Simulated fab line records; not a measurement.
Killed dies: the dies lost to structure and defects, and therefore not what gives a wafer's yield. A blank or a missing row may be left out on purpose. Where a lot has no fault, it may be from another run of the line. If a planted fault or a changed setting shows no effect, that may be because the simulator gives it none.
A lot that was struck, set against a sound lot :: flow rit-cmos :: 43 steps out of a route of 202
Sound: wafers L790.1, L790.2, L790.3. Struck: wafer L803.2. (L803.1, L803.6 of the same lot were not struck and are left out.) The cause comes at the end.
At each step with rows: each side's tool, then ch and its chambers, then its first start. Under that, the readings that differ: sound wafers :: struck wafers :: difference of the means :: sigmas: that difference in standard deviations of wafers without a fault.
alike: a reading whose means differ by less than 2 such deviations, as well as words and numbers matching on both sides. not compared: withheld readings; readings where some wafer has no value; bounds like >300 that might hide an equal value; numbers whose values overlap and for which the record gives no deviation.
Wherever a step has rows on one side only, a row that says differs or no value, or a row with sigmas, the two part there. Numbers that have no deviation but don't overlap get no sigmas and don't part them. A reading missing from all wafers of one side parts the sides only when that side holds two or more wafers.

first, 1 step without rows for these wafers: RIT_ACTIVE_OXIDATION_01 (target thk 46.8 nm, ox time 3360 s).
RIT_ACTIVE_THK_MEAS_02:
  sound: film-metro-02 at day 1 23:38; struck: film-metro-01 at day 4 15:41
  alike: ACTIVE_OXIDE_THK
then, 1 step without rows for these wafers: RIT_ACTIVE_CVD_03 (deposits Si3N4 from SiH2Cl2/NH3, target thk 150 nm, time 1500 s).
RIT_ACTIVE_THK_MEAS_04:
  sound: film-metro-01 at day 2 01:07; struck: film-metro-01 at day 4 18:17
  alike: ACTIVE_NITRIDE_THK
then, 6 steps without rows for these wafers: RIT_ACTIVE_HMDS_05 (prime time 60 s); RIT_ACTIVE_COAT_06 (resist thk 1000 nm); RIT_ACTIVE_SOFTBAKE_07 (time 60 s); RIT_ACTIVE_EXPOSE_08 (exposes mask M1, target cd 1400 nm); RIT_ACTIVE_PEB_09; RIT_ACTIVE_DEVELOP_10 (develop time 50 s).
RIT_ACTIVE_CD_MEAS_11 targets a cd of 1400 nm.
  sound: cd-sem-01 at day 2 02:01; struck: cd-sem-02 at day 4 19:26
  alike: cd-nm
then, 1 step without rows for these wafers: RIT_ACTIVE_HARDBAKE_12 (time 60 s).
RIT_ACTIVE_ETCH_13: etches Si3N4 in SF6, stops on SiO2, time 210 s, target depth 210 nm.
  sound on rie-diel-04 ch 0,1,3, day 2 02:17; struck on rie-diel-02 ch 2, day 4 19:43
  alike: drypump-motor-current-A, oes-product-au, throttle-valve-pct
  not compared: rf-hours-counter-h
RIT_ACTIVE_STRIP_14: strips in O2, time 180 s.
  sound on plasma-asher-03 ch 0,1, day 2 02:25; struck on plasma-asher-03 ch 1, day 4 19:51
  alike: drypump-motor-current-A
  not compared: rf-hours-counter-h
RIT_ACTIVE_CD_MEAS_90 targets a cd of 1400 nm.
  sound: cd-sem-02 at day 2 02:35; struck: cd-sem-01 at day 4 20:02
  alike: cd-nm
then, 4 steps without rows for these wafers: RIT_ACTIVE_CLEAN_15 (cleans in SC1, time 600 s); RIT_ACTIVE_CLEAN_16 (cleans in dHF, time 30 s); RIT_ACTIVE_CLEAN_17 (cleans in SC2, time 600 s); RIT_FOX1_OXIDATION_00 (target thk 350.7 nm, ox time 1130 s).
RIT_FOX1_THK_MEAS_01:
  sound: film-metro-02 at day 2 07:03; struck: film-metro-04 at day 4 23:28
  alike: FOX1_OXIDE_THK
then, 2 steps without rows for these wafers: RIT_FOX1_WET_ETCH_02 (etches SiO2 in BOE, target depth 350 nm, time 390 s); RIT_FOX2_OXIDATION_00 (target thk 350.7 nm, ox time 1130 s).
RIT_FOX2_THK_MEAS_01:
  sound: film-metro-04 at day 2 13:38; struck: film-metro-04 at day 5 03:20
  alike: FOX2_OXIDE_THK
then, 2 steps without rows for these wafers: RIT_FOX2_CLEAN_02 (cleans in dHF, time 180 s); RIT_FOX2_WET_ETCH_03 (etches Si3N4 in H3PO4, target depth 195 nm, time 2700 s).
RIT_FOX2_THK_MEAS_90:
  sound: film-metro-03 at day 2 14:34; struck: film-metro-01 at day 5 04:20
  alike: FIELD_OXIDE_LEFT_1_THK
then, 6 steps without rows for these wafers: RIT_NWELL_HMDS_00 (prime time 60 s); RIT_NWELL_COAT_01 (resist thk 1300 nm); RIT_NWELL_SOFTBAKE_02 (time 60 s); RIT_NWELL_EXPOSE_03 (exposes mask M2, target cd 43900 nm); RIT_NWELL_PEB_04; RIT_NWELL_DEVELOP_05 (develop time 68 s).
RIT_NWELL_OVL_MEAS_06:
  sound: overlay-02 at day 2 15:38; struck: overlay-02 at day 5 10:12
  alike: NWELL_OVL
then, 2 steps without rows for these wafers: RIT_NWELL_HARDBAKE_07 (time 120 s); RIT_NWELL_IMPLANT_08.
RIT_NWELL_STRIP_09: strips in O2, time 180 s.
  sound on plasma-asher-04 ch 0,1, day 2 16:04; struck on plasma-asher-04 ch 0, day 5 10:38
  alike: drypump-motor-current-A
  not compared: rf-hours-counter-h
RIT_NWELL_TW_MEAS_10:
  sound: film-metro-02 at day 2 16:15; struck: film-metro-04 at day 5 10:49
  alike: NWELL_TW
then, 5 steps without rows for these wafers: RIT_PWELL_HMDS_00 (prime time 60 s); RIT_PWELL_COAT_01 (resist thk 1300 nm); RIT_PWELL_SOFTBAKE_02 (time 60 s); RIT_PWELL_EXPOSE_03 (exposes mask M3, target cd 43700 nm); RIT_PWELL_PEB_04.
RIT_M1_PROBE_99:
  sound: prober-02 at day 5 05:49; struck: prober-02 at day 7 06:43
reading: hold
sound: - - -
struck: await-dispo/2.1h/release
difference: no value on the sound wafers
sigmas: 

reading: killed-at-front-end
sound: 7 3 6
struck: 30
difference: +25
sigmas: +8

reading: killed-dies
sound: 7 3 7
struck: 30
difference: +24
sigmas: +8

reading: killed-on-rim
sound: 1 0 5
struck: 11
difference: +9
sigmas: +6
  alike: killed-at-contacts, killed-open, killed-short

== WHERE THEY PART ==
Within this record, at RIT_M1_PROBE_99 only.

WHY: the cause the simulator had injected
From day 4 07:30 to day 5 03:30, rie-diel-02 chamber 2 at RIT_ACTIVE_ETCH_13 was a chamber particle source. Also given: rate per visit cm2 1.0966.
